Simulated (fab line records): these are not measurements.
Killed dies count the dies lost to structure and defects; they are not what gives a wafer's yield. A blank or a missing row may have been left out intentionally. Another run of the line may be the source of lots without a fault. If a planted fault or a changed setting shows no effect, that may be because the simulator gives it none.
fab line records	flow rit-cmos
[record] lots = 6	wafers = 18	last-day = 8
route steps=202 shown NLDD@110 PLDD@114 SPACER@126 NSD@131 PSD@142 M1@202
lots untouched by any fault: they come from a run of this same line in which no faults occurred
start-h: hours from the record's opening day to when the first of the lot's shown wafers began	wait-h: hours since the lot's step before	" as in the row above	L1.1+2: a row that stands for several wafers	- either no value or no given start	* or withheld: withheld	< > ~ a bound
route shown NAME@n: names a module that has steps shown in the file, with the first one's number in the route	usual: average and standard deviation across the fault-free wafers	same: alike in all rows	chamber/n: place in a boat	sites: each site's reading	_std_site: their standard deviation	_edge_site: inner sites' mean taken away from outer sites' mean	radius-mm: how far each site lies from the wafer's centre	mask NAME#n: copy n	behind: tool/chamber where the wafer was last shaped	hold: why the lot went on hold/how many hours it stayed there/how the hold came to an end	device: whichever transistor did not switch (one of n, p or np)	end of line: the same wafers' tests at the end of the route	a step without rows: its recipe alone	killed: the dies lost at the first sort to structure and to defects; this is not the yield of the wafer	map: a wafer's dies, x killed, . not, _ none there
set.NAME: the setting that was run; set.NAME@STEP: the one run at that earlier step	model.NAME: the simulator's own value behind a step, which no gauge read
lots seen at some steps along the route; tables by step, rows by wafer
services: a tool's chamber out of use, with start hour (start-h, from the record's first day; less than 0 if before it), hours out, and reason
[[steps]]
[step RIT_NLDD_HARDBAKE_07]
[recipe] resist = NOVOLAK	temp-c = 140	time-s = 60
[step RIT_NLDD_IMPLANT_08]
[recipe] species = P	energy-kev = 20	dose-cm2 = 4.909e+14	tilt-deg = 7
[step RIT_NLDD_STRIP_09]
[recipe] chemistry = O2	time-s = 180	resist = NOVOLAK	platen-temp-c = withheld	power-w = 500	pressure-mtorr = 4000	o2-flow-sccm = 4000
[usual] chamber-pressure-mTorr = 4000/3.9	drypump-motor-current-A = 5.8/0.61
lot.wafer	tool	chamber	start-h	wait-h	chamber-pressure-mTorr	drypump-motor-current-A	rf-hours-counter-h
L667.1	plasma-asher-01	1	44.48	0.1	4006	6.5	42
L667.2	"	0	"	"	3998	5.6	42
L667.6	"	1	"	"	4003	6.5	-
L669.2	plasma-asher-02	0	56.10	0.1	4004	5.9	38
L669.3	"	0	"	"	3999	5.9	-
L669.4	"	1	"	"	3999	4.8	-
L674.3	plasma-asher-04	0	82.14	0.1	4003	6.3	-
L674.4	"	1	"	"	4000	5.3	-
L674.5	"	1	"	"	3999	5.3	-
L677.1	plasma-asher-04	1	96.34	0.1	3996	5.3	31
L677.3	"	1	"	"	4003	5.3	-
L677.4	"	0	"	"	4003	6.3	-
L683.3	plasma-asher-01	0	124.54	0.1	4001	5.5	-
L683.5	"	1	"	"	3999	6.5	-
L683.6	"	0	"	"	4005	5.5	-
L690.2	plasma-asher-02	1	166.87	0.1	3998	4.8	5
L690.5	"	0	"	"	4003	5.9	-
L690.6	"	1	"	"	4003	4.8	-
[step RIT_NLDD_TW_MEAS_10]
[usual] NLDD_TW = 2481/19
lot.wafer	tool	chamber	start-h	wait-h	NLDD_TW
L667.1	film-metro-02	-	44.66	0.1	2505
L667.2	"	-	"	"	2505
L667.6	"	-	"	"	2498
L669.2	film-metro-02	-	56.28	0.1	2510
L669.3	"	-	"	"	2512
L669.4	"	-	"	"	2509
L674.3	film-metro-04	-	82.28	0.1	2460
L674.4	"	-	"	"	2471
L674.5	"	-	"	"	2457
L677.1	film-metro-04	-	96.52	0.1	2471
L677.3	"	-	"	"	2471
L677.4	"	-	"	"	2468
L683.3	film-metro-01	-	124.67	0.1	2480
L683.5	"	-	"	"	2481
L683.6	"	-	"	"	2483
L690.2	film-metro-04	-	167.05	0.1	2456
L690.5	"	-	"	"	2470
L690.6	"	-	"	"	2461
[step RIT_PLDD_HMDS_00]
[recipe] prime-time-s = 60	prime-temp-c = 140
[step RIT_PLDD_COAT_01]
[recipe] resist = NOVOLAK	spin-rpm = 3250	resist-thk-nm = 981.8
[step RIT_PLDD_SOFTBAKE_02]
[recipe] resist = NOVOLAK	temp-c = 90	time-s = 60
[step RIT_PLDD_EXPOSE_03]
[recipe] mask-id = M8	na = 0.57	target-cd-nm = 40900	dose-mj = 250
[step RIT_PLDD_PEB_04]
[recipe] resist = NOVOLAK	temp-c = withheld	time-s = withheld
[step RIT_PLDD_DEVELOP_05]
[recipe] resist = NOVOLAK	develop-time-s = 50	dev-temp-c = 23
[step RIT_PLDD_OVL_MEAS_06]
[usual] PLDD_OVL = -0.4/1.3
lot.wafer	tool	chamber	start-h	wait-h	PLDD_OVL[nm]
L667.1	overlay-01	-	45.69	-	0.6
L667.2	"	-	"	"	1.6
L667.6	"	-	"	"	2.1
L669.2	overlay-01	-	57.32	-	-1.2
L669.3	"	-	"	"	-2.7
L669.4	"	-	"	"	-1.3
L674.3	overlay-01	-	83.18	-	0.4
L674.4	"	-	"	"	-1.7
L674.5	"	-	"	"	0.0
L677.1	overlay-02	-	97.43	-	-2.2
L677.3	"	-	"	"	0.2
L677.4	"	-	"	"	-0.8
L683.3	overlay-01	-	125.57	-	3.0
L683.5	"	-	"	"	1.0
L683.6	"	-	"	"	1.8
L690.2	overlay-01	-	167.96	-	0.5
L690.5	"	-	"	"	-1.1
L690.6	"	-	"	"	-1.3
[step RIT_PLDD_HARDBAKE_07]
[recipe] resist = NOVOLAK	temp-c = 140	time-s = 60
[step RIT_PLDD_IMPLANT_08]
[recipe] species = BF2	energy-kev = 20	dose-cm2 = 9e+14	tilt-deg = 7
[usual] dose-ions-cm2 = 8.999e+14/1.1e+12	end-station-pressure-torr = 7.3e-06/3.8e-07	faraday-current-uA = 2823/61	tilt-deg = 6.998/0.021
lot.wafer	tool	chamber	start-h	wait-h	dose-ions-cm2	end-station-pressure-torr	faraday-current-uA	tilt-deg
L667.1	implanter-04	0	45.88	0.1	8.999e+14	7.6e-06	2898	6.991
L667.2	"	0	"	"	9e+14	7.3e-06	2862	6.977
L667.6	"	0	"	"	8.984e+14	7.4e-06	2746	6.968
L669.2	implanter-03	0	57.52	0.1	8.994e+14	7e-06	2847	6.994
L669.3	"	0	"	"	9e+14	7.1e-06	2763	7.001
L669.4	"	0	"	"	9.017e+14	7.6e-06	2943	6.977
L674.3	implanter-03	0	83.41	0.1	5.208e+14	6.2e-06	1648	7.042
L674.4	"	0	"	"	5.207e+14	6.6e-06	1649	6.969
L674.5	"	0	"	"	5.205e+14	6.5e-06	1585	7.019
L677.1	implanter-03	0	97.61	0.1	5.188e+14	6.5e-06	1645	7.005
L677.3	"	0	"	"	5.21e+14	6.4e-06	1675	6.994
L677.4	"	0	"	"	5.208e+14	5.7e-06	1608	7.006
L683.3	implanter-01	0	125.80	0.1	8.991e+14	7.2e-06	2834	6.982
L683.5	"	0	"	"	9.004e+14	7.6e-06	2736	6.965
L683.6	"	0	"	"	8.992e+14	6.9e-06	2751	6.983
L690.2	implanter-04	0	168.16	0.1	8.993e+14	8.1e-06	2751	6.991
L690.5	"	0	"	"	8.99e+14	7.1e-06	2794	6.978
L690.6	"	0	"	"	9.009e+14	7.4e-06	2807	7.010
[step RIT_PLDD_STRIP_09]
[recipe] chemistry = O2	time-s = 180	resist = NOVOLAK	platen-temp-c = withheld	power-w = 500	pressure-mtorr = 4000	o2-flow-sccm = 4000
[usual] chamber-pressure-mTorr = 4000/3.4	drypump-motor-current-A = 6.0/0.58
lot.wafer	tool	chamber	start-h	wait-h	chamber-pressure-mTorr	drypump-motor-current-A	rf-hours-counter-h
L667.1	plasma-asher-01	0	46.03	0.1	4004	5.5	42
L667.2	"	1	"	"	4000	6.5	42
L667.6	"	1	"	"	3994	6.5	-
L669.2	plasma-asher-02	0	57.65	0.1	4002	5.9	38
L669.3	"	1	"	"	4005	4.8	-
L669.4	"	0	"	"	3996	5.9	-
L674.3	plasma-asher-03	0	83.56	0.1	4000	6.2	-
L674.4	"	1	"	"	3999	6.6	-
L674.5	"	0	"	"	3999	6.2	-
L677.1	plasma-asher-01	1	97.76	0.1	4002	6.6	48
L677.3	"	0	"	"	3998	5.6	-
L677.4	"	1	"	"	3999	6.6	-
L683.3	plasma-asher-01	0	125.96	0.1	4001	5.6	-
L683.5	"	0	"	"	4000	5.6	-
L683.6	"	1	"	"	4002	6.5	-
L690.2	plasma-asher-03	1	168.29	0.1	4003	6.5	53
L690.5	"	1	"	"	3999	6.6	-
L690.6	"	0	"	"	3995	6.2	-
[step RIT_PLDD_TW_MEAS_10]
[usual] PLDD_TW = 2350/20
lot.wafer	tool	chamber	start-h	wait-h	hold	PLDD_TW
L667.1	film-metro-01	-	46.20	0.1	-	2352
L667.2	"	-	"	"	-	2341
L667.6	"	-	"	"	-	2334
L669.2	film-metro-02	-	57.83	0.1	-	2377
L669.3	"	-	"	"	-	2368
L669.4	"	-	"	"	-	2371
L674.3	film-metro-01	-	83.70	0.1	await-dispo/0.2h/release	2027
L674.4	"	-	"	"	await-dispo/0.2h/release	2014
L674.5	"	-	"	"	await-dispo/0.2h/release	2019
L674.3	film-metro-01	-	83.93	0.2	-	2023
L674.4	"	-	"	"	-	2019
L674.5	"	-	"	"	-	2023
L677.1	film-metro-02	-	97.94	0.1	await-dispo/0.2h/release	2047
L677.3	"	-	"	"	await-dispo/0.2h/release	2051
L677.4	"	-	"	"	await-dispo/0.2h/release	2054
L677.1	film-metro-02	-	98.17	0.2	-	2058
L677.3	"	-	"	"	-	2049
L677.4	"	-	"	"	-	2054
L683.3	film-metro-04	-	126.09	0.1	-	2341
L683.5	"	-	"	"	-	2341
L683.6	"	-	"	"	-	2337
L690.2	film-metro-02	-	168.47	0.1	-	2365
L690.5	"	-	"	"	-	2365
L690.6	"	-	"	"	-	2377
[step RIT_SPACER_CLEAN_01]
[recipe] chemistry = dHF	dilution = 50:1	time-s = 30
[step RIT_SPACER_CLEAN_02]
[recipe] chemistry = SC2	mix = 3:3:50	time-s = 600	temp-c = 75	dry = n2-spin
[step RIT_SPACER_CVD_03]
[recipe] material = Si3N4	target-thk-nm = 250	temp-c = 810	precursor = SiH2Cl2/NH3	time-s = 3300	pressure-mtorr = 300	sih2cl2-flow-sccm = 60	nh3-flow-sccm = 150
[step RIT_SPACER_THK_MEAS_04]
[recipe] reads = Si3N4_of_SPACER_CVD_03
[usual] SPACER_NITRIDE_THK = 250.0/2.6
lot.wafer	tool	chamber	start-h	wait-h	SPACER_NITRIDE_THK[nm]
L667.1	film-metro-01	-	48.55	0.0	250.6
L667.2	"	-	"	"	253.0
L667.6	"	-	"	"	251.5
L669.2	film-metro-01	-	60.17	0.0	249.5
L669.3	"	-	"	"	249.8
L669.4	"	-	"	"	249.5
L674.3	film-metro-04	-	88.80	0.0	249.8
L674.4	"	-	"	"	249.3
L674.5	"	-	"	"	250.1
L677.1	film-metro-03	-	102.43	0.0	246.5
L677.3	"	-	"	"	248.2
L677.4	"	-	"	"	248.8
L683.3	film-metro-01	-	128.45	0.0	246.5
L683.5	"	-	"	"	245.9
L683.6	"	-	"	"	245.9
L690.2	film-metro-03	-	170.85	0.0	250.2
L690.5	"	-	"	"	251.2
L690.6	"	-	"	"	252.5
[step RIT_SPACER_ETCHBACK_05]
[recipe] target-depth-a = 2500	SF6_flow_sccm = 30	CHF3_flow_sccm = 30	target = Si3N4	chemistry = SF6/CHF3	pressure-mtorr = 40	rf-w = 241.6	time-s = 240	stop-on = SiO2
[usual] chamber-pressure-mTorr = 40.00/0.037	drypump-motor-current-A = 5.5/0.53	oes-product-au = 0.840/0.017	throttle-valve-pct = 10.26/0.14
lot.wafer	tool	chamber	start-h	wait-h	chamber-pressure-mTorr	drypump-motor-current-A	oes-product-au	rf-hours-counter-h	throttle-valve-pct
L667.1	rie-diel-01	2	48.61	0.1	39.98	5.2	0.844	139	10.29
L667.2	"	3	"	"	39.94	6.3	0.843	4	10.11
L667.6	"	0	"	"	39.97	4.9	0.838	-	10.36
L669.2	rie-diel-02	1	60.22	0.0	39.96	5.9	0.865	79	10.34
L669.3	"	3	"	"	39.97	5.5	0.832	2	10.22
L669.4	"	0	"	"	39.94	5.6	0.829	146	10.06
L674.3	rie-diel-02	0	88.84	0.0	40.03	5.6	0.830	146	10.05
L674.4	"	2	"	"	39.97	4.6	0.863	136	10.46
L674.5	"	1	"	"	39.88	5.9	0.865	-	10.33
L677.1	rie-diel-02	2	102.49	0.1	40.03	4.6	0.848	136	10.47
L677.3	"	1	"	"	40.05	5.9	0.856	80	10.33
L677.4	"	0	"	"	40.05	5.6	0.829	146	10.06
L683.3	rie-diel-02	1	128.49	0.0	39.94	5.9	0.850	80	10.33
L683.5	"	3	"	"	40.02	5.5	0.822	-	10.21
L683.6	"	2	"	"	40.01	4.7	0.850	-	10.48
L690.2	rie-diel-04	3	170.90	0.0	39.99	4.8	0.813	73	10.46
L690.5	"	2	"	"	39.97	6.2	0.856	-	10.38
L690.6	"	1	"	"	40.05	5.7	0.834	-	10.16
[step RIT_NSD_HMDS_00]
[recipe] prime-time-s = 60	prime-temp-c = 140
[step RIT_NSD_COAT_01]
[recipe] resist = NOVOLAK	spin-rpm = 3250	resist-thk-nm = 1000
[step RIT_NSD_SOFTBAKE_02]
[recipe] resist = NOVOLAK	temp-c = 90	time-s = 60
[step RIT_NSD_EXPOSE_03]
[recipe] mask-id = M9	na = 0.57	target-cd-nm = 40700	dose-mj = 250
[step RIT_NSD_PEB_04]
[recipe] resist = NOVOLAK	temp-c = withheld	time-s = withheld
[step RIT_NSD_DEVELOP_05]
[recipe] resist = NOVOLAK	develop-time-s = 50	dev-temp-c = 23
[step RIT_NSD_OVL_MEAS_06]
[usual] NSD_OVL = 0.2/1.3
lot.wafer	tool	chamber	start-h	wait-h	NSD_OVL[nm]
L667.1	overlay-01	-	49.61	-	0.2
L667.2	"	-	"	"	-0.4
L667.6	"	-	"	"	1.0
L669.2	overlay-01	-	61.25	-	1.3
L669.3	"	-	"	"	1.8
L669.4	"	-	"	"	1.7
L674.3	overlay-01	-	90.22	-	0.1
L674.4	"	-	"	"	0.3
L674.5	"	-	"	"	0.1
L677.1	overlay-01	-	103.51	-	-0.5
L677.3	"	-	"	"	-2.7
L677.4	"	-	"	"	-1.2
L683.3	overlay-02	-	129.63	-	1.2
L683.5	"	-	"	"	-0.4
L683.6	"	-	"	"	0.8
L690.2	overlay-02	-	172.03	-	2.0
L690.5	"	-	"	"	0.6
L690.6	"	-	"	"	1.4
[step RIT_NSD_HARDBAKE_07]
[recipe] resist = NOVOLAK	temp-c = 140	time-s = 60
[step RIT_NSD_IMPLANT_08]
[recipe] species = P	energy-kev = 25	dose-cm2 = 1e+15	tilt-deg = 7
[step RIT_NSD_STRIP_09]
[recipe] chemistry = O2	time-s = 180	resist = NOVOLAK	platen-temp-c = withheld	power-w = 500	pressure-mtorr = 4000	o2-flow-sccm = 4000
[usual] chamber-pressure-mTorr = 4000/3.5	drypump-motor-current-A = 6.0/0.55
lot.wafer	tool	chamber	start-h	wait-h	chamber-pressure-mTorr	drypump-motor-current-A	rf-hours-counter-h
L667.1	plasma-asher-03	1	49.94	0.1	4004	6.5	42
L667.2	"	0	"	"	4006	6.2	42
L667.6	"	0	"	"	4003	6.2	-
L669.2	plasma-asher-04	1	61.58	0.1	4000	5.3	27
L669.3	"	1	"	"	4001	5.3	-
L669.4	"	0	"	"	4005	6.3	-
L674.3	plasma-asher-04	1	90.90	0.3	4003	5.3	-
L674.4	"	0	"	"	3996	6.3	-
L674.5	"	0	"	"	3999	6.3	-
L677.1	plasma-asher-03	1	103.86	0.1	4001	6.6	46
L677.3	"	0	"	"	3998	6.2	-
L677.4	"	1	"	"	4000	6.6	-
L683.3	plasma-asher-02	0	130.01	0.1	3998	5.9	-
L683.5	"	0	"	"	4002	5.9	-
L683.6	"	1	"	"	3993	4.8	-
L690.2	plasma-asher-03	1	172.36	0.1	4005	6.5	54
L690.5	"	1	"	"	3998	6.5	-
L690.6	"	0	"	"	4004	6.2	-
[step RIT_NSD_TW_MEAS_10]
[usual] NSD_TW = 3127/26
lot.wafer	tool	chamber	start-h	wait-h	NSD_TW
L667.1	film-metro-02	-	50.12	0.1	3137
L667.2	"	-	"	"	3153
L667.6	"	-	"	"	3171
L669.2	film-metro-01	-	61.77	0.1	3095
L669.3	"	-	"	"	3102
L669.4	"	-	"	"	3086
L674.3	film-metro-02	-	91.03	0.1	3159
L674.4	"	-	"	"	3152
L674.5	"	-	"	"	3144
L677.1	film-metro-01	-	104.05	0.1	3125
L677.3	"	-	"	"	3134
L677.4	"	-	"	"	3126
L683.3	film-metro-02	-	130.15	0.1	3160
L683.5	"	-	"	"	3150
L683.6	"	-	"	"	3135
L690.2	film-metro-02	-	172.55	0.1	3137
L690.5	"	-	"	"	3145
L690.6	"	-	"	"	3151
[step RIT_PSD_HMDS_00]
[recipe] prime-time-s = 60	prime-temp-c = 140
[step RIT_PSD_COAT_01]
[recipe] resist = NOVOLAK	spin-rpm = 3250	resist-thk-nm = 1000
[step RIT_PSD_SOFTBAKE_02]
[recipe] resist = NOVOLAK	temp-c = 90	time-s = 60
[step RIT_PSD_EXPOSE_03]
[recipe] mask-id = M10	na = 0.57	target-cd-nm = 40900	dose-mj = 250
[step RIT_PSD_PEB_04]
[recipe] resist = NOVOLAK	temp-c = withheld	time-s = withheld
[step RIT_PSD_DEVELOP_05]
[recipe] resist = NOVOLAK	develop-time-s = 50	dev-temp-c = 23
[step RIT_PSD_OVL_MEAS_06]
[usual] PSD_OVL = -0.2/1.4
lot.wafer	tool	chamber	start-h	wait-h	PSD_OVL[nm]
L667.1	overlay-01	-	51.12	-	3.4
L667.2	"	-	"	"	2.5
L667.6	"	-	"	"	1.1
L669.2	overlay-02	-	62.67	-	-2.1
L669.3	"	-	"	"	-0.7
L669.4	"	-	"	"	0.3
L674.3	overlay-01	-	92.24	-	1.2
L674.4	"	-	"	"	-0.1
L674.5	"	-	"	"	0.9
L677.1	overlay-02	-	105.31	-	-0.8
L677.3	"	-	"	"	-1.1
L677.4	"	-	"	"	-0.5
L683.3	overlay-01	-	131.05	-	-1.4
L683.5	"	-	"	"	-1.5
L683.6	"	-	"	"	-2.5
L690.2	overlay-02	-	173.45	-	-2.0
L690.5	"	-	"	"	-1.7
L690.6	"	-	"	"	-1.9
[step RIT_PSD_HARDBAKE_07]
[recipe] resist = NOVOLAK	temp-c = 140	time-s = 60
[step RIT_PSD_IMPLANT_08]
[recipe] species = BF2	energy-kev = 27.49	dose-cm2 = 5e+15	tilt-deg = 7
[step RIT_PSD_STRIP_09]
[recipe] chemistry = O2	time-s = 180	resist = NOVOLAK	platen-temp-c = withheld	power-w = 500	pressure-mtorr = 4000	o2-flow-sccm = 4000
[usual] chamber-pressure-mTorr = 4000/3.6	drypump-motor-current-A = 6.0/0.5
lot.wafer	tool	chamber	start-h	wait-h	chamber-pressure-mTorr	drypump-motor-current-A	rf-hours-counter-h
L667.1	plasma-asher-01	0	51.45	0.1	3997	5.5	43
L667.2	"	1	"	"	3995	6.5	43
L667.6	"	1	"	"	3997	6.5	-
L669.2	plasma-asher-01	0	63.00	0.1	3997	5.5	44
L669.3	"	0	"	"	3998	5.5	-
L669.4	"	1	"	"	4003	6.5	-
L674.3	plasma-asher-04	0	92.71	0.1	4001	6.3	-
L674.4	"	1	"	"	4003	5.3	-
L674.5	"	1	"	"	4003	5.3	-
L677.1	plasma-asher-03	1	105.65	0.1	4006	6.6	47
L677.3	"	0	"	"	4000	6.2	-
L677.4	"	1	"	"	3996	6.6	-
L683.3	plasma-asher-01	1	131.43	0.1	4002	6.5	-
L683.5	"	0	"	"	4007	5.6	-
L683.6	"	1	"	"	3997	6.5	-
L690.2	plasma-asher-04	1	173.78	0.1	4001	5.3	39
L690.5	"	0	"	"	4002	6.3	-
L690.6	"	1	"	"	4003	5.3	-
[step RIT_SDANNEAL_RS_MEAS_06]
[recipe] thk-meas-gauge = four-point-probe
[usual] PLDD_RS = 178.8/0.48
lot.wafer	tool	chamber	start-h	wait-h	hold	PLDD_RS[ohm/sq]
L667.1	film-metro-01	-	52.35	0.1	-	179.8
L667.2	"	-	"	"	-	179.8
L667.6	"	-	"	"	-	179.7
L669.2	film-metro-04	-	63.92	0.1	-	179.3
L669.3	"	-	"	"	-	179.2
L669.4	"	-	"	"	-	179.0
L674.3	film-metro-04	-	94.99	0.2	await-dispo/0.2h/release	244.7
L674.4	"	-	"	"	await-dispo/0.2h/release	246.0
L674.5	"	-	"	"	await-dispo/0.2h/release	246.4
L674.3	film-metro-04	-	95.28	0.3	-	244.9
L674.4	"	-	"	"	-	246.0
L674.5	"	-	"	"	-	246.6
L677.1	film-metro-04	-	107.23	0.1	await-dispo/0.2h/release	245.7
L677.3	"	-	"	"	await-dispo/0.2h/release	245.1
L677.4	"	-	"	"	await-dispo/0.2h/release	245.2
L677.1	film-metro-04	-	107.59	0.3	-	245.2
L677.3	"	-	"	"	-	245.6
L677.4	"	-	"	"	-	244.9
L683.3	film-metro-04	-	132.32	0.1	-	178.5
L683.5	"	-	"	"	-	178.6
L683.6	"	-	"	"	-	178.9
L690.2	film-metro-04	-	174.70	0.1	-	178.6
L690.5	"	-	"	"	-	179.3
L690.6	"	-	"	"	-	179.2
[step RIT_M1_PROBE_99]
[usual] defect-limited-yield = 97.3/1.3	killed-at-front-end = 7/3.4	killed-dies = 7/3.4	killed-open = 3.6/2.1	killed-short = 3.5/2.1	sort_bin_3_pad_short = 0.1/0.27	sort_bin_5_function = 1.5/0.75	sort_bin_6_memory = 1.0/0.75	sort-n-pass = 257/3.4	sort-yield-pct = 97.3/1.3
[same] gross-dies = 264	killed_at_M0_to_M3 = 0	killed_at_M4_up = 0	killed-at-back-side = 0	killed-at-contacts = 0	killed-at-other = 0
lot.wafer	tool	chamber	start-h	wait-h	defect-limited-yield[%]	killed-at-front-end	killed-dies	killed-open	killed-short	sort_bin_3_pad_short[%]	sort_bin_5_function[%]	sort_bin_6_memory[%]	sort-n-pass	sort-yield-pct[%]
L667.1	prober-01	-	59.47	0.1	97.3	7	7	5	2	0	1.9	0.8	257	97.3
L667.2	prober-01	-	59.52	0.1	98.1	5	5	3	2	0	1.5	0.4	259	98.1
L667.6	prober-01	-	59.72	0.2	98.9	3	3	0	3	0	0.4	0.8	261	98.9
L669.2	prober-01	-	71.19	0.1	97.0	8	8	3	5	0	1.1	1.9	256	97.0
L669.3	prober-01	-	71.24	0.2	97.0	8	8	3	5	0	2.3	0.8	256	97.0
L669.4	prober-01	-	71.29	0.2	96.6	9	9	3	6	0	2.3	1.1	255	96.6
L690.2	prober-01	-	182.00	0.1	96.6	9	9	4	5	0	3.0	0.4	255	96.6
L690.5	prober-01	-	182.15	0.2	97.7	6	6	2	4	0.8	1.1	0.4	258	97.7
L690.6	prober-01	-	182.20	0.2	97.3	7	7	5	2	0	1.5	1.1	257	97.3
// killed by level:class
L667.1 SPACER:geometric-particle:open=3 SPACER:geometric-particle:short=2 GATE:geometric-particle:open=1 SILICIDE:geometric-particle:open=1
L667.2 GATE:geometric-particle:open=2 GATE:geometric-particle:short=1 REOX:geometric-particle:short=1 SPACER:geometric-particle:open=1
L667.6 GATE:geometric-particle:short=1 SPACER:geometric-particle:short=1 SILICIDE:geometric-particle:short=1
L669.2 GATE:geometric-particle:short=2 REOX:geometric-particle:open=2 REOX:geometric-particle:short=2 FOX1:geometric-particle:short=1 FOX1:geometric-particle:open=1
L669.3 SPACER:geometric-particle:open=2 SILICIDE:geometric-particle:short=2 FOX1:geometric-particle:short=1 GATE:geometric-particle:short=1 REOX:geometric-particle:short=1 REOX:geometric-particle:open=1
L669.4 GATE:geometric-particle:short=5 FOX1:geometric-particle:open=1 GATE:geometric-particle:open=1 SPACER:geometric-particle:short=1 SPACER:geometric-particle:open=1
L690.2 FOX1:geometric-particle:short=3 GATE:geometric-particle:open=2 FOX1:geometric-particle:open=1 GATE:geometric-particle:short=1 SPACER:geometric-particle:short=1 SILICIDE:geometric-particle:open=1
L690.5 SILICIDE:geometric-particle:short=2 FOX1:geometric-particle:open=1 FOX2:geometric-particle:short=1 GATE:geometric-particle:short=1 REOX:geometric-particle:open=1
L690.6 FOX1:geometric-particle:open=1 FOX1:geometric-particle:short=1 FOX2:geometric-particle:short=1 GATE:geometric-particle:open=1 REOX:geometric-particle:open=1 SPACER:geometric-particle:open=1 SILICIDE:geometric-particle:open=1
[[services]]
tool	chamber	start-h	hours	kind
implanter-03	-	22.46	2.4	repair
implanter-03	-	23.57	2.7	repair
plasma-asher-04	-	28.31	5.7	repair
rie-diel-02	-	40.62	2.8	pm
rie-diel-04	1	59.89	7.6	repair
rie-diel-02	3	65.81	5.9	repair
rie-diel-04	-	66.83	0.9	repair
implanter-04	-	67.03	1.3	repair
implanter-03	-	68.15	4.5	pm
implanter-04	-	70.10	26.7	repair
plasma-asher-03	-	70.37	1.0	repair
plasma-asher-02	-	77.49	2.8	pm
implanter-04	-	78.60	1.4	repair
implanter-04	-	80.04	4.7	repair
plasma-asher-03	-	93.07	7.8	repair
implanter-03	-	105.88	2.0	repair
plasma-asher-02	-	108.75	9.0	pm
plasma-asher-02	0	108.75	9.0	vent-cycle
plasma-asher-02	1	108.75	9.0	vent-cycle
plasma-asher-02	0	117.75	-	clean
rie-diel-01	1	127.12	10.1	repair
plasma-asher-01	-	141.93	2.8	pm
plasma-asher-02	-	143.74	0.5	repair
rie-diel-04	3	145.48	5.7	repair
[[key]]
[first-sign] step = RIT_PLDD_IMPLANT_08	reading = dose-ions-cm2	direction = down	sigmas = 99+	usual = 8.999e+14	struck = 5.205e+14
[effect] step = RIT_PLDD_IMPLANT_08	reading = faraday-current-uA	direction = down	sigmas = 19	usual = 2823	struck = 1635
[effect] step = RIT_PLDD_TW_MEAS_10	reading = visit	direction = added
[effect] step = RIT_PLDD_TW_MEAS_10	reading = PLDD_TW	direction = down	sigmas = 16	usual = 2350	struck = 2035
[effect] step = RIT_SDANNEAL_RS_MEAS_06	reading = PLDD_RS	direction = up	sigmas = 99+	usual = 178.8	struck = 245.5
met-at RIT_PLDD_IMPLANT_08
struck-wafers L674.3,L674.4,L674.5,L677.1,L677.3,L677.4
scrapped-behind RIT_SDANNEAL_RS_MEAS_06 L674.3,L674.4,L674.5,L677.1,L677.3,L677.4
onset-between 57.52 83.41
[fault] kind = process-parameter-drift	tool = implanter-03	chamber = -	onset-h = 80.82	steps = RIT_PLDD_IMPLANT_08	channel = dose-cm2	offset = -3.7955e+14	shape = step	end-h = 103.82	acts-in = these-recipes-only	stated = 9e+14
